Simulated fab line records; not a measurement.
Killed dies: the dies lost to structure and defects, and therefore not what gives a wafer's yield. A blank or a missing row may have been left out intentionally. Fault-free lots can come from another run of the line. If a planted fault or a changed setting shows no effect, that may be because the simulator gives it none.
Which tool is to blame? :: flow berkeley_cmos170 :: 13 lots with 39 wafers sampled at 5 steps, on a route of 331 steps

== WHAT THE GAUGES SHOWED, per wafer ==
UCB170_SILICIDE_RS_MEAS_02: a four-point-probe measurement. Usual: SILICIDE_TI_RS 26.2 ohm/sq, standard deviation 0.36.
lot: L302
measured: day 6 13:32
on: film_metro-04
SILICIDE_TI_RS (ohm/sq): 26.0 26.4 26.5
flag: 

lot: L303
measured: day 7 07:22
on: film_metro-03
SILICIDE_TI_RS (ohm/sq): 25.6 26.1 26.0
flag: 

lot: L304
measured: day 7 12:56
on: film_metro-02
SILICIDE_TI_RS (ohm/sq): 26.8 26.6 26.9
flag: 

lot: L309
measured: day 7 22:54
on: film_metro-02
SILICIDE_TI_RS (ohm/sq): 26.3 25.7 26.1
flag: 

lot: L305
measured: day 7 23:21
on: film_metro-03
SILICIDE_TI_RS (ohm/sq): 26.4 26.5 26.5
flag: 

lot: L306
measured: day 7 23:51
on: film_metro-02
SILICIDE_TI_RS (ohm/sq): 26.5 26.1 26.5
flag: 

lot: L308
measured: day 8 00:14
on: film_metro-02
SILICIDE_TI_RS (ohm/sq): 25.9 25.9 26.5
flag: 

lot: L312
measured: day 8 10:26
on: film_metro-04
SILICIDE_TI_RS (ohm/sq): 25.6 26.6 26.4
flag: 

lot: L310
measured: day 8 11:14
on: film_metro-03
SILICIDE_TI_RS (ohm/sq): 25.8 26.3 25.7
flag: 

lot: L311
measured: day 8 11:25
on: film_metro-02
SILICIDE_TI_RS (ohm/sq): 26.1 26.1 26.3
flag: 

lot: L313
measured: day 9 03:34
on: film_metro-04
SILICIDE_TI_RS (ohm/sq): 26.3 26.6 26.6
flag: 

lot: L314
measured: day 9 08:48
on: film_metro-02
SILICIDE_TI_RS (ohm/sq): 26.5 26.0 26.2
flag: 

lot: L322
measured: day 11 01:11
on: film_metro-02
SILICIDE_TI_RS (ohm/sq): 27.2 26.2 26.4
flag: 

UCB170_SILICIDE_THK_MEAS_03: measures by xrf. Usual: SILICIDE_TI_THK 29.9 nm, standard deviation 0.35.
lot: L302
measured: day 6 13:39
on: film_metro-04
SILICIDE_TI_THK (nm): 30.1 29.8 29.7
flag: 

lot: L303
measured: day 7 07:28
on: film_metro-03
SILICIDE_TI_THK (nm): 30.6 30.0 30.2
flag: 

lot: L304
measured: day 7 13:03
on: film_metro-02
SILICIDE_TI_THK (nm): 29.5 29.7 29.2
flag: 

lot: L309
measured: day 7 23:01
on: film_metro-02
SILICIDE_TI_THK (nm): 29.8 30.4 29.9
flag: 

lot: L305
measured: day 7 23:28
on: film_metro-03
SILICIDE_TI_THK (nm): 29.9 29.7 29.6
flag: 

lot: L306
measured: day 7 23:58
on: film_metro-02
SILICIDE_TI_THK (nm): 29.7 30.0 29.6
flag: 

lot: L308
measured: day 8 00:20
on: film_metro-02
SILICIDE_TI_THK (nm): 30.2 30.2 29.5
flag: 

lot: L312
measured: day 8 10:33
on: film_metro-04
SILICIDE_TI_THK (nm): 30.4 29.6 29.9
flag: 

lot: L310
measured: day 8 11:22
on: film_metro-03
SILICIDE_TI_THK (nm): 30.5 29.8 30.5
flag: 

lot: L311
measured: day 8 11:31
on: film_metro-02
SILICIDE_TI_THK (nm): 29.8 29.9 29.7
flag: 

lot: L313
measured: day 9 03:40
on: film_metro-04
SILICIDE_TI_THK (nm): 29.9 29.8 29.7
flag: 

lot: L314
measured: day 9 08:55
on: film_metro-02
SILICIDE_TI_THK (nm): 29.6 30.1 30.0
flag: 

lot: L322
measured: day 11 01:19
on: film_metro-02
SILICIDE_TI_THK (nm): 29.0 29.8 29.7
flag: 

UCB170_CONTACT_THK_MEAS_02. Usual: CONTACT_PSG_THK 704 nm, standard deviation 6.7.
lot: L302
measured: day 6 15:56
on: film_metro-01
CONTACT_PSG_THK (nm): 698 691 692
flag: 

lot: L303
measured: day 7 10:30
on: film_metro-03
CONTACT_PSG_THK (nm): 702 699 699
flag: 

lot: L304
measured: day 7 15:59
on: film_metro-01
CONTACT_PSG_THK (nm): 712 709 714
flag: 

lot: L309
measured: day 8 01:17
on: film_metro-01
CONTACT_PSG_THK (nm): 716 719 715
flag: 

lot: L305
measured: day 8 01:56
on: film_metro-02
CONTACT_PSG_THK (nm): 703 699 699
flag: 

lot: L306
measured: day 8 03:05
on: film_metro-02
CONTACT_PSG_THK (nm): 700 706 704
flag: 

lot: L308
measured: day 8 03:05
on: film_metro-03
CONTACT_PSG_THK (nm): 703 707 707
flag: 

lot: L312
measured: day 8 13:57
on: film_metro-02
CONTACT_PSG_THK (nm): 703 702 703
flag: 

lot: L310
measured: day 8 15:07
on: film_metro-03
CONTACT_PSG_THK (nm): 707 709 706
flag: 

lot: L311
measured: day 8 16:56
on: film_metro-03
CONTACT_PSG_THK (nm): 713 713 713
flag: 

lot: L313
measured: day 9 07:32
on: film_metro-01
CONTACT_PSG_THK (nm): 623 626 627
flag: OFF

lot: L314
measured: day 9 11:56
on: film_metro-03
CONTACT_PSG_THK (nm): 629 627 624
flag: OFF

lot: L322
measured: day 11 03:26
on: film_metro-03
CONTACT_PSG_THK (nm): 707 712 708
flag: 

== TOOL THAT RAN EACH LOT (tool first, then ch and the chambers of the sampled wafers, then the start) ==
lot: L302
UCB170_NSD_STRIP_09: plasma_asher-04 ch 0, day 6 11:26
UCB170_CONTACT_CVD_01: lpcvd-02 ch 0, day 6 14:09

lot: L303
UCB170_NSD_STRIP_09: plasma_asher-01 ch 0,1, day 7 04:55
UCB170_CONTACT_CVD_01: lpcvd-02 ch 0, day 7 07:49

lot: L304
UCB170_NSD_STRIP_09: plasma_asher-02 ch 0,1, day 7 10:26
UCB170_CONTACT_CVD_01: lpcvd-01 ch 0, day 7 14:12

lot: L309
UCB170_NSD_STRIP_09: plasma_asher-01 ch 0,1, day 7 20:55
UCB170_CONTACT_CVD_01: lpcvd-01 ch 0, day 7 23:31

lot: L305
UCB170_NSD_STRIP_09: plasma_asher-01 ch 0,1, day 7 21:28
UCB170_CONTACT_CVD_01: lpcvd-02 ch 0, day 8 00:09

lot: L306
UCB170_NSD_STRIP_09: plasma_asher-01 ch 1, day 7 22:01
UCB170_CONTACT_CVD_01: lpcvd-01 ch 1, day 8 01:17

lot: L308
UCB170_NSD_STRIP_09: plasma_asher-04 ch 0,1, day 7 22:19
UCB170_CONTACT_CVD_01: lpcvd-01 ch 1, day 8 01:17

lot: L312
UCB170_NSD_STRIP_09: plasma_asher-04 ch 0,1, day 8 08:18
UCB170_CONTACT_CVD_01: lpcvd-01 ch 1, day 8 11:17

lot: L310
UCB170_NSD_STRIP_09: plasma_asher-04 ch 0,1, day 8 08:41
UCB170_CONTACT_CVD_01: lpcvd-02 ch 0, day 8 12:26

lot: L311
UCB170_NSD_STRIP_09: plasma_asher-01 ch 0,1, day 8 08:53
UCB170_CONTACT_CVD_01: lpcvd-02 ch 0, day 8 15:07

lot: L313
UCB170_NSD_STRIP_09: plasma_asher-01 ch 0,1, day 8 22:23
UCB170_CONTACT_CVD_01: lpcvd-02 ch 0, day 9 04:51

lot: L314
UCB170_NSD_STRIP_09: plasma_asher-01 ch 0,1, day 9 04:16
UCB170_CONTACT_CVD_01: lpcvd-02 ch 0, day 9 09:15

lot: L322
UCB170_NSD_STRIP_09: plasma_asher-02 ch 1, day 10 23:20
UCB170_CONTACT_CVD_01: lpcvd-01 ch 1, day 11 01:40
- UCB170_NSD_STRIP_09: strips in O2.
- UCB170_CONTACT_CVD_01: deposits PSG from SiH4/O2/PH3, target thk 700 nm, time 2820 s.

== WHAT THE TOOLS THEMSELVES READ (means of the sampled wafers that have a number; where no wafer has one, the mark that the record gives instead) ==
UCB170_NSD_STRIP_09. Usual: chamber_pressure_mTorr 3500 mTorr, standard deviation 3.2; drypump_motor_current_A 5.64 A, standard deviation 0.27; oes_product_au 0.533 a.u., standard deviation 0.0046; strip_time_to_endpoint_s 35.95 s, standard deviation 0.078.
lot: L302
tool: plasma_asher-04
chamber_pressure_mTorr (mTorr): 3498
drypump_motor_current_A (A): 5.35
oes_product_au (a.u.): 0.533
strip_time_to_endpoint_s (s): 35.99
flag: 

lot: L303
tool: plasma_asher-01
chamber_pressure_mTorr (mTorr): 3497
drypump_motor_current_A (A): 5.71
oes_product_au (a.u.): 0.535
strip_time_to_endpoint_s (s): 36.01
flag: 

lot: L304
tool: plasma_asher-02
chamber_pressure_mTorr (mTorr): 3502
drypump_motor_current_A (A): 5.82
oes_product_au (a.u.): 0.531
strip_time_to_endpoint_s (s): 35.90
flag: 

lot: L309
tool: plasma_asher-01
chamber_pressure_mTorr (mTorr): 3497
drypump_motor_current_A (A): 5.86
oes_product_au (a.u.): 0.532
strip_time_to_endpoint_s (s): 35.96
flag: 

lot: L305
tool: plasma_asher-01
chamber_pressure_mTorr (mTorr): 3498
drypump_motor_current_A (A): 5.85
oes_product_au (a.u.): 0.532
strip_time_to_endpoint_s (s): 35.90
flag: 

lot: L306
tool: plasma_asher-01
chamber_pressure_mTorr (mTorr): 3498
drypump_motor_current_A (A): 6.02
oes_product_au (a.u.): 0.532
strip_time_to_endpoint_s (s): 35.78
flag: 

lot: L308
tool: plasma_asher-04
chamber_pressure_mTorr (mTorr): 3501
drypump_motor_current_A (A): 5.36
oes_product_au (a.u.): 0.529
strip_time_to_endpoint_s (s): 35.98
flag: 

lot: L312
tool: plasma_asher-04
chamber_pressure_mTorr (mTorr): 3501
drypump_motor_current_A (A): 5.35
oes_product_au (a.u.): 0.528
strip_time_to_endpoint_s (s): 35.97
flag: 

lot: L310
tool: plasma_asher-04
chamber_pressure_mTorr (mTorr): 3498
drypump_motor_current_A (A): 5.34
oes_product_au (a.u.): 0.537
strip_time_to_endpoint_s (s): 36.02
flag: 

lot: L311
tool: plasma_asher-01
chamber_pressure_mTorr (mTorr): 3502
drypump_motor_current_A (A): 5.86
oes_product_au (a.u.): 0.534
strip_time_to_endpoint_s (s): 35.93
flag: 

lot: L313
tool: plasma_asher-01
chamber_pressure_mTorr (mTorr): 3496
drypump_motor_current_A (A): 5.73
oes_product_au (a.u.): 0.534
strip_time_to_endpoint_s (s): 35.87
flag: 

lot: L314
tool: plasma_asher-01
chamber_pressure_mTorr (mTorr): 3501
drypump_motor_current_A (A): 5.87
oes_product_au (a.u.): 0.533
strip_time_to_endpoint_s (s): 35.96
flag: 

lot: L322
tool: plasma_asher-02
chamber_pressure_mTorr (mTorr): 3502
drypump_motor_current_A (A): 5.98
oes_product_au (a.u.): 0.533
strip_time_to_endpoint_s (s): 36.10
flag: 

UCB170_CONTACT_CVD_01. Usual: 299.9 mTorr for pressure_mtorr, sd 0.63.
lot: L302
tool: lpcvd-02
pressure_mtorr (mTorr): 299.4
flag: 

lot: L303
tool: lpcvd-02
pressure_mtorr (mTorr): 300.4
flag: 

lot: L304
tool: lpcvd-01
pressure_mtorr (mTorr): 299.4
flag: 

lot: L309
tool: lpcvd-01
pressure_mtorr (mTorr): 298.6
flag: 

lot: L305
tool: lpcvd-02
pressure_mtorr (mTorr): 299.2
flag: 

lot: L306
tool: lpcvd-01
pressure_mtorr (mTorr): 300.2
flag: 

lot: L308
tool: lpcvd-01
pressure_mtorr (mTorr): 300.9
flag: 

lot: L312
tool: lpcvd-01
pressure_mtorr (mTorr): 300.2
flag: 

lot: L310
tool: lpcvd-02
pressure_mtorr (mTorr): 299.6
flag: 

lot: L311
tool: lpcvd-02
pressure_mtorr (mTorr): 300.1
flag: 

lot: L313
tool: lpcvd-02
pressure_mtorr (mTorr): 240.0
flag: OFF

lot: L314
tool: lpcvd-02
pressure_mtorr (mTorr): 240.3
flag: OFF

lot: L322
tool: lpcvd-01
pressure_mtorr (mTorr): 299.6
flag: 

== THE ANSWER, worked out from the rows above alone ==
Rule: take the mean of a lot's wafers that have a number; if it is more than 3 standard deviations from the usual mean, the lot is off. A lot without any number at a reading at which 4 lots or more have one is off too. Where the step has rows for the other lots, those lots are counted as sound. The gauges are gone through in route order, then the tools' own readings, and for those a lot's mean is taken as printed above. At the first step where some lot is off, the reading lying furthest off is the one used; lots without a number count as furthest.
Off: L313, L314, seen at UCB170_CONTACT_THK_MEAS_02 (CONTACT_PSG_THK).
A tool fits if, at a process step before that reading, it ran every lot that is off, and no sound lot after the first of them. The gauges at UCB170_CONTACT_THK_MEAS_02 aren't tried: what is off there is off at UCB170_CONTACT_CVD_01 too, on other tools, and a gauge's error can't cause that. Undecided on this evidence; 2 tools fit (plasma_asher-01 at UCB170_NSD_STRIP_09, lpcvd-02 at UCB170_CONTACT_CVD_01).

== WHAT THE SIMULATOR HAD INSERTED ==
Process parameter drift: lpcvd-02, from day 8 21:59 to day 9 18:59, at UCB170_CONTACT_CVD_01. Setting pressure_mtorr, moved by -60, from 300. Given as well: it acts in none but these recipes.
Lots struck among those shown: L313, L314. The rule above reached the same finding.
